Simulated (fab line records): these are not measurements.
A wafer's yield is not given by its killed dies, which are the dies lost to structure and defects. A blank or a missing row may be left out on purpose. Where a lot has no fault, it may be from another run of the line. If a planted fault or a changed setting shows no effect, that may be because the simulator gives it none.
fab line records ; flow rit_cmos
record lots=13; wafers=39; last_day=7
route steps=202 shown ACTIVE@3 PWELL@52 GATE@89 M1@194
lots that met no fault: from a run of the same line without faults
start_h: the number of hours between the record's first day and the start of the first shown wafer of the lot ; wait_h: hours since the lot's step before ; " the same as in the row above ; L1.1+2: several wafers, shown together as one row ; - value missing, or start not given ; * or withheld: withheld ; < > ~ a bound
route shown NAME@n: a module of which the file shows steps, and the number in the route of the first ; usual: mean/standard deviation of fault-free wafers ; same: alike in all rows ; chamber/n: place in a boat ; sites: each site's reading ; _std_site: standard deviation across them ; _edge_site: inner sites' mean taken away from outer sites' mean ; radius_mm: how far each site lies from the wafer's centre ; mask NAME#n: copy n ; behind: the most recent tool/chamber to have shaped the wafer ; hold: reason for holding the lot/hours on hold/outcome of the hold ; device: transistor that didn't switch, given as n, p or np ; end of line: the same wafers' tests at the end of the route ; for a step that has no rows: nothing shown but its recipe ; killed: count of dies lost to structure and defects at first sort (not the wafer's yield) ; map: the dies of a wafer, with x for killed, . for not killed, _ for no die there
set.NAME: the setting as run; set.NAME@STEP: as run at that earlier step ; model.NAME: the simulator's own value behind a step, which no gauge read
route steps across a sampled set of lots; one table per step, one row per wafer
services: the hour from which a tool's chamber was out of use, counted from the record's first day as start_h (under 0 if before that day), plus the number of hours and why
## steps
# step RIT_ACTIVE_THK_MEAS_02
# recipe reads=SiO2_of_ACTIVE_OXIDATION_01
# usual ACTIVE_OXIDE_THK=46.8/0.74
lot.wafer;tool;chamber;start_h;wait_h;ACTIVE_OXIDE_THK[nm]
L292.2;film_metro-03;-;12.06;0.0;46.3
L292.4;film_metro-03;-;12.06;0.0;47.0
L292.6;film_metro-03;-;12.06;0.0;47.5
L294.1;film_metro-02;-;22.05;0.0;46.4
L294.3;film_metro-02;-;22.05;0.0;47.4
L294.4;film_metro-02;-;22.05;0.0;46.5
L296.2;film_metro-02;-;32.06;0.0;47.3
L296.4;film_metro-02;-;32.06;0.0;46.8
L296.5;film_metro-02;-;32.06;0.0;46.9
L298.1;film_metro-03;-;42.50;0.0;47.1
L298.4;film_metro-03;-;42.50;0.0;47.4
L298.6;film_metro-03;-;42.50;0.0;47.4
L299.1;film_metro-04;-;47.05;0.0;45.4
L299.4;film_metro-04;-;47.05;0.0;45.8
L299.6;film_metro-04;-;47.05;0.0;45.9
L301.3;film_metro-02;-;57.07;0.0;47.2
L301.4;film_metro-02;-;57.07;0.0;46.6
L301.6;film_metro-02;-;57.07;0.0;46.4
L305.3;film_metro-02;-;77.07;0.0;46.5
L305.4;film_metro-02;-;77.07;0.0;46.5
L305.6;film_metro-02;-;77.07;0.0;46.5
L307.1;film_metro-02;-;87.05;0.0;46.6
L307.2;film_metro-02;-;87.05;0.0;46.1
L307.5;film_metro-02;-;87.05;0.0;45.8
L309.2;film_metro-03;-;97.06;0.0;48.0
L309.3;film_metro-03;-;97.06;0.0;48.3
L309.5;film_metro-03;-;97.06;0.0;47.2
L310.2;film_metro-03;-;102.06;0.0;47.4
L310.3;film_metro-03;-;102.06;0.0;47.5
L310.4;film_metro-03;-;102.06;0.0;47.0
L312.4;film_metro-03;-;112.08;0.0;46.6
L312.5;film_metro-03;-;112.08;0.0;46.5
L312.6;film_metro-03;-;112.08;0.0;46.6
L313.1;film_metro-04;-;117.05;0.0;47.5
L313.3;film_metro-04;-;117.05;0.0;46.6
L313.5;film_metro-04;-;117.05;0.0;46.4
L314.2;film_metro-04;-;122.06;0.0;47.2
L314.3;film_metro-04;-;122.06;0.0;46.5
L314.5;film_metro-04;-;122.06;0.0;46.9
# step RIT_WELLDRIVE_RS_MEAS_02
# recipe thk_meas_gauge=four-point-probe
# usual PWELL_RS=429.3/1.4
lot.wafer;tool;chamber;start_h;wait_h;PWELL_RS[ohm/sq]
L292.2;film_metro-01;-;28.21;0.1;429.9
L292.4;film_metro-01;-;28.21;0.1;428.3
L292.6;film_metro-01;-;28.21;0.1;429.9
L294.1;film_metro-01;-;38.76;0.1;427.0
L294.3;film_metro-01;-;38.76;0.1;428.8
L294.4;film_metro-01;-;38.76;0.1;429.6
L296.2;film_metro-02;-;48.22;0.1;429.4
L296.4;film_metro-02;-;48.22;0.1;428.2
L296.5;film_metro-02;-;48.22;0.1;428.4
L298.1;film_metro-01;-;59.45;0.1;426.9
L298.4;film_metro-01;-;59.45;0.1;426.6
L298.6;film_metro-01;-;59.45;0.1;427.9
L299.1;film_metro-03;-;63.10;0.1;433.1
L299.4;film_metro-03;-;63.10;0.1;432.9
L299.6;film_metro-03;-;63.10;0.1;435.2
L301.3;film_metro-01;-;72.98;0.1;428.8
L301.4;film_metro-01;-;72.98;0.1;428.5
L301.6;film_metro-01;-;72.98;0.1;429.1
L305.3;film_metro-03;-;93.92;0.1;429.0
L305.4;film_metro-03;-;93.92;0.1;429.2
L305.6;film_metro-03;-;93.92;0.1;429.0
L307.1;film_metro-02;-;103.07;0.1;430.2
L307.2;film_metro-02;-;103.07;0.1;431.0
L307.5;film_metro-02;-;103.07;0.1;429.5
L309.2;film_metro-01;-;113.02;0.1;427.3
L309.3;film_metro-01;-;113.02;0.1;428.6
L309.5;film_metro-01;-;113.02;0.1;429.3
L310.2;film_metro-01;-;118.90;0.1;428.9
L310.3;film_metro-01;-;118.90;0.1;427.8
L310.4;film_metro-01;-;118.90;0.1;428.9
L312.4;film_metro-01;-;129.47;0.1;428.0
L312.5;film_metro-01;-;129.47;0.1;429.8
L312.6;film_metro-01;-;129.47;0.1;428.1
L313.1;film_metro-01;-;133.62;0.1;430.8
L313.3;film_metro-01;-;133.62;0.1;430.2
L313.5;film_metro-01;-;133.62;0.1;430.3
L314.2;film_metro-01;-;138.86;0.1;430.1
L314.3;film_metro-01;-;138.86;0.1;430.7
L314.5;film_metro-01;-;138.86;0.1;430.1
# step RIT_GATE_EXPOSE_13
# recipe mask_id=M6; na=0.6; source_shape=conventional; sigma_outer=0.6; target_cd_nm=150; dose_mj=376.2
lot.wafer;tool;chamber;start_h;wait_h;mask
L292.2+4+6;iline_stepper-02;0;36.50;0.2;M6#0
L294.1+3+4;iline_stepper-02;0;46.25;0.2;M6#0
L296.2+4+5;iline_stepper-01;0;55.97;0.1;M6#0
L298.1+4+6;iline_stepper-02;0;66.95;0.1;M6#0
L299.1+4+6;iline_stepper-01;0;70.71;0.2;M6#0
L301.3+4+6;iline_stepper-02;0;80.83;0.1;M6_R1#0
L305.3+4+6;iline_stepper-02;0;101.58;0.2;M6#0
L307.1+2+5;iline_stepper-01;0;112.82;0.2;M6#0
L309.2+3+5;iline_stepper-01;0;122.19;0.1;M6#0
L310.2+3+4;iline_stepper-01;0;127.14;0.1;M6#0
L312.4+5+6;iline_stepper-02;0;137.17;0.1;M6#0
L313.1+3+5;iline_stepper-02;0;140.98;0.1;M6#0
L314.2+3+5;iline_stepper-02;0;146.85;0.1;M6#0
# step RIT_GATE_CD_MEAS_16
# recipe target_cd_nm=150
# usual cd_nm=150.6/2.6
lot.wafer;tool;chamber;start_h;wait_h;hold;cd_nm
L292.2;cd_sem-01;-;36.90;-;-;153.2
L292.4;cd_sem-01;-;36.90;-;-;152.4
L292.6;cd_sem-01;-;36.90;-;-;152.8
L294.1;cd_sem-01;-;46.65;-;-;146.5
L294.3;cd_sem-01;-;46.65;-;-;148.7
L294.4;cd_sem-01;-;46.65;-;-;147.3
L296.2;cd_sem-01;-;56.37;-;-;153.7
L296.4;cd_sem-01;-;56.37;-;-;150.6
L296.5;cd_sem-01;-;56.37;-;-;152.1
L298.1;cd_sem-02;-;67.35;-;-;148.3
L298.4;cd_sem-02;-;67.35;-;-;148.9
L298.6;cd_sem-02;-;67.35;-;-;146.7
L299.1;cd_sem-01;-;71.11;-;-;151.9
L299.4;cd_sem-01;-;71.11;-;-;151.1
L299.6;cd_sem-01;-;71.11;-;-;153.0
L301.3;cd_sem-02;-;81.23;-;await_dispo/0.2h/release;127.7
L301.4;cd_sem-02;-;81.23;-;await_dispo/0.2h/release;124.7
L301.6;cd_sem-02;-;81.23;-;await_dispo/0.2h/release;124.8
L301.3;cd_sem-02;-;81.52;0.3;-;127.6
L301.4;cd_sem-02;-;81.52;0.3;-;124.6
L301.6;cd_sem-02;-;81.52;0.3;-;125.0
L305.3;cd_sem-01;-;101.98;-;-;155.2
L305.4;cd_sem-01;-;101.98;-;-;151.4
L305.6;cd_sem-01;-;101.98;-;-;152.2
L307.1;cd_sem-01;-;113.22;-;-;150.7
L307.2;cd_sem-01;-;113.22;-;-;151.9
L307.5;cd_sem-01;-;113.22;-;-;150.1
L309.2;cd_sem-02;-;122.59;-;-;149.8
L309.3;cd_sem-02;-;122.59;-;-;148.8
L309.5;cd_sem-02;-;122.59;-;-;151.2
L310.2;cd_sem-02;-;127.61;-;-;149.5
L310.3;cd_sem-02;-;127.61;-;-;146.7
L310.4;cd_sem-02;-;127.61;-;-;147.7
L312.4;cd_sem-01;-;137.57;-;-;153.1
L312.5;cd_sem-01;-;137.57;-;-;155.4
L312.6;cd_sem-01;-;137.57;-;-;154.2
L313.1;cd_sem-02;-;141.38;-;-;150.5
L313.3;cd_sem-02;-;141.38;-;-;150.9
L313.5;cd_sem-02;-;141.38;-;-;148.0
L314.2;cd_sem-01;-;147.25;-;-;150.7
L314.3;cd_sem-01;-;147.25;-;-;153.7
L314.5;cd_sem-01;-;147.25;-;-;150.0
# step RIT_M1_OVL_MEAS_10
# usual M1_OVL=0.6/1.5
lot.wafer;tool;chamber;start_h;wait_h;M1_OVL[nm]
L292.2;overlay-02;-;54.66;0.1;-2.1
L292.4;overlay-02;-;54.66;0.1;-1.0
L292.6;overlay-02;-;54.66;0.1;-0.4
L294.1;overlay-01;-;64.80;0.1;1.1
L294.3;overlay-01;-;64.80;0.1;1.2
L294.4;overlay-01;-;64.80;0.1;1.3
L296.2;overlay-01;-;75.80;0.1;1.1
L296.4;overlay-01;-;75.80;0.1;3.4
L296.5;overlay-01;-;75.80;0.1;-0.5
L298.1;overlay-01;-;86.08;0.1;1.4
L298.4;overlay-01;-;86.08;0.1;3.1
L298.6;overlay-01;-;86.08;0.1;1.9
L299.1;overlay-01;-;89.10;0.1;1.2
L299.4;overlay-01;-;89.10;0.1;-0.3
L299.6;overlay-01;-;89.10;0.1;0.4
L301.3;overlay-01;-;108.38;0.1;2.6
L301.4;overlay-01;-;108.38;0.1;1.8
L301.6;overlay-01;-;108.38;0.1;3.3
L305.3;overlay-01;-;119.80;0.1;2.6
L305.4;overlay-01;-;119.80;0.1;1.1
L305.6;overlay-01;-;119.80;0.1;2.4
L307.1;overlay-01;-;132.23;0.1;0.0
L307.2;overlay-01;-;132.23;0.1;-0.1
L307.5;overlay-01;-;132.23;0.1;0.6
L309.2;overlay-02;-;140.05;0.1;-0.4
L309.3;overlay-02;-;140.05;0.1;-1.4
L309.5;overlay-02;-;140.05;0.1;1.2
L310.2;overlay-02;-;145.55;0.1;-0.9
L310.3;overlay-02;-;145.55;0.1;-0.2
L310.4;overlay-02;-;145.55;0.1;-1.7
L312.4;overlay-02;-;155.19;0.1;2.1
L312.5;overlay-02;-;155.19;0.1;1.5
L312.6;overlay-02;-;155.19;0.1;0.6
L313.1;overlay-02;-;159.14;0.1;0.7
L313.3;overlay-02;-;159.14;0.1;0.2
L313.5;overlay-02;-;159.14;0.1;0.3
L314.2;overlay-02;-;164.50;0.1;2.6
L314.3;overlay-02;-;164.50;0.1;1.4
L314.5;overlay-02;-;164.50;0.1;2.4
## services
tool;chamber;start_h;hours;kind
iline_stepper-01;-;13.63;2.1;pm
iline_stepper-01;-;15.71;-;consumable_replace:lamp
iline_stepper-02;0;49.73;-;calibration
iline_stepper-01;-;80.77;4.4;pm
iline_stepper-02;-;83.29;5.9;repair
## key
first_sign step=RIT_GATE_EXPOSE_13; reading=mask; direction=changed
effect step=RIT_GATE_CD_MEAS_16; reading=visit; direction=added
effect step=RIT_GATE_CD_MEAS_16; reading=cd_nm; direction=down; sigmas=9.4; usual=150.6; struck=125.7
met_at RIT_GATE_EXPOSE_13
struck_lots L301
sort_left_out L301.3,L301.4,L301.6
tester_left_out L301
not_acting_at RIT_ACTIVE_THK_MEAS_02,RIT_WELLDRIVE_RS_MEAS_02,RIT_M1_OVL_MEAS_10
onset_between 66.95 80.83
fault kind=wrong_mask; tool=any; chamber=-; onset_h=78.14; steps=RIT_GATE_EXPOSE_13; aux_copy=M6_R1#0; cd_offset_nm=-22; scope=struck_lots_only
# tester_left_out: of these lots the tester's yield and bins aren't shown, on N5 and GAA mostly nor the transistor test; their killed dies are dies lost to structure and defects alone, not to doping, threshold or leakage, so they don't give the yield
# sort_left_out: the simulated sort isn't trusted on such a fault, so these wafers' sort isn't shown, and their yield isn't known
